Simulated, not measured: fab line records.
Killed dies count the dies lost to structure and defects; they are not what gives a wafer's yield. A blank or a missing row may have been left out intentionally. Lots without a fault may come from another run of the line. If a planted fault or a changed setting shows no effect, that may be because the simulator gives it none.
Commonality check across tools    flow berkeley-cmos170    13 lots, 42 wafers sampled

## WHAT PROMPTED THE OPENING
Of 13 lots, 1 have the reading NVT_TW flagged at UCB170_NVT_TW_MEAS_09. Fault-free wafers read 526, with a standard deviation of 4.6.
Rule: a lot is flagged when every wafer of it that has a number lies more than 4 standard deviations from that mean, or none has a number. As for the other lots, they are considered sound.

lot   measured      on             NVT_TW, wafer by wafer  flag
L802  day 5 04:37   film-metro-01  532 531 534             
L808  day 6 09:05   film-metro-04  30 30 30 30 30 30       FLAGGED
L814  day 7 23:46   film-metro-03  519 522 523             
L815  day 8 05:43   film-metro-04  521 524 520             
L816  day 8 06:06   film-metro-01  531 526 533             
L818  day 8 14:55   film-metro-01  530 532 528             
L817  day 8 15:10   film-metro-03  523 524 523             
L820  day 9 05:58   film-metro-01  534 528 534             
L819  day 9 06:03   film-metro-03  523 524 523             
L821  day 9 16:13   film-metro-01  533 530 532             
L822  day 9 16:23   film-metro-04  526 523 525             
L823  day 10 02:28  film-metro-03  523 525 526             
L824  day 10 02:55  film-metro-04  521 523 519             
Flagged lots average 30: -496 relative to the usual, that is -99 or more standard deviations.

## TOOL THAT RAN EACH LOT
The record holds 1 process step before the reading, out of a route of 331 steps. Read each cell as the tool, then ch plus the chambers that the sampled wafers visited, then the start.
lot   flag     UCB170_NVT_EXPOSE_03
L802           krf-scanner-02 ch 0, day 5 03:42
L808  FLAGGED  krf-scanner-01 ch 0, day 6 08:25
L814           krf-scanner-01 ch 0, day 7 23:04
L815           krf-scanner-01 ch 0, day 8 05:01
L816           krf-scanner-02 ch 0, day 8 05:14
L818           krf-scanner-02 ch 0, day 8 14:15
L817           krf-scanner-02 ch 0, day 8 14:22
L820           krf-scanner-02 ch 0, day 9 05:11
L819           krf-scanner-02 ch 0, day 9 05:23
L821           krf-scanner-02 ch 0, day 9 15:22
L822           krf-scanner-01 ch 0, day 9 15:37
L823           krf-scanner-02 ch 0, day 10 01:47
L824           krf-scanner-02 ch 0, day 10 02:01
These steps, and what they do:
- UCB170_NVT_EXPOSE_03: exposes mask PWELL, target cd 3000 nm.
- UCB170_NVT_TW_MEAS_09

## FLAGGED AGAINST TOTAL, ONE TOOL AT A TIME (gauges that did the reading follow at the end)
step                   tool            lots run  flagged  share of the flagged lots  sound lots run after its first flagged lot
UCB170_NVT_EXPOSE_03   krf-scanner-01  4         1        all                        3 (L814,L815,L822)
UCB170_NVT_EXPOSE_03   krf-scanner-02  9         0        none                       -
UCB170_NVT_TW_MEAS_09  film-metro-01   5         0        none                       -
UCB170_NVT_TW_MEAS_09  film-metro-03   4         0        none                       -
UCB170_NVT_TW_MEAS_09  film-metro-04   4         1        all                        3 (L815,L822,L824)

## WHAT IS ALLOWED BY THE TABLE
2 rows of the table ran every flagged lot: krf-scanner-01 at UCB170_NVT_EXPOSE_03, film-metro-04 at UCB170_NVT_TW_MEAS_09.
- krf-scanner-01 at UCB170_NVT_EXPOSE_03 ran 4 lots, 1 of them flagged. Sound lots ran on it after the first flagged one (L814, L815, L822), which a lasting fault on the whole tool wouldn't allow.
- film-metro-04 at UCB170_NVT_TW_MEAS_09 ran 4 lots, 1 of them flagged. Sound lots ran on it after the first flagged one (L815, L822, L824), which a lasting fault on the whole tool wouldn't allow.
There is no row in the table that ran each flagged lot and no sound lot after the first.

## WHAT THE SIMULATOR HAD PUT IN
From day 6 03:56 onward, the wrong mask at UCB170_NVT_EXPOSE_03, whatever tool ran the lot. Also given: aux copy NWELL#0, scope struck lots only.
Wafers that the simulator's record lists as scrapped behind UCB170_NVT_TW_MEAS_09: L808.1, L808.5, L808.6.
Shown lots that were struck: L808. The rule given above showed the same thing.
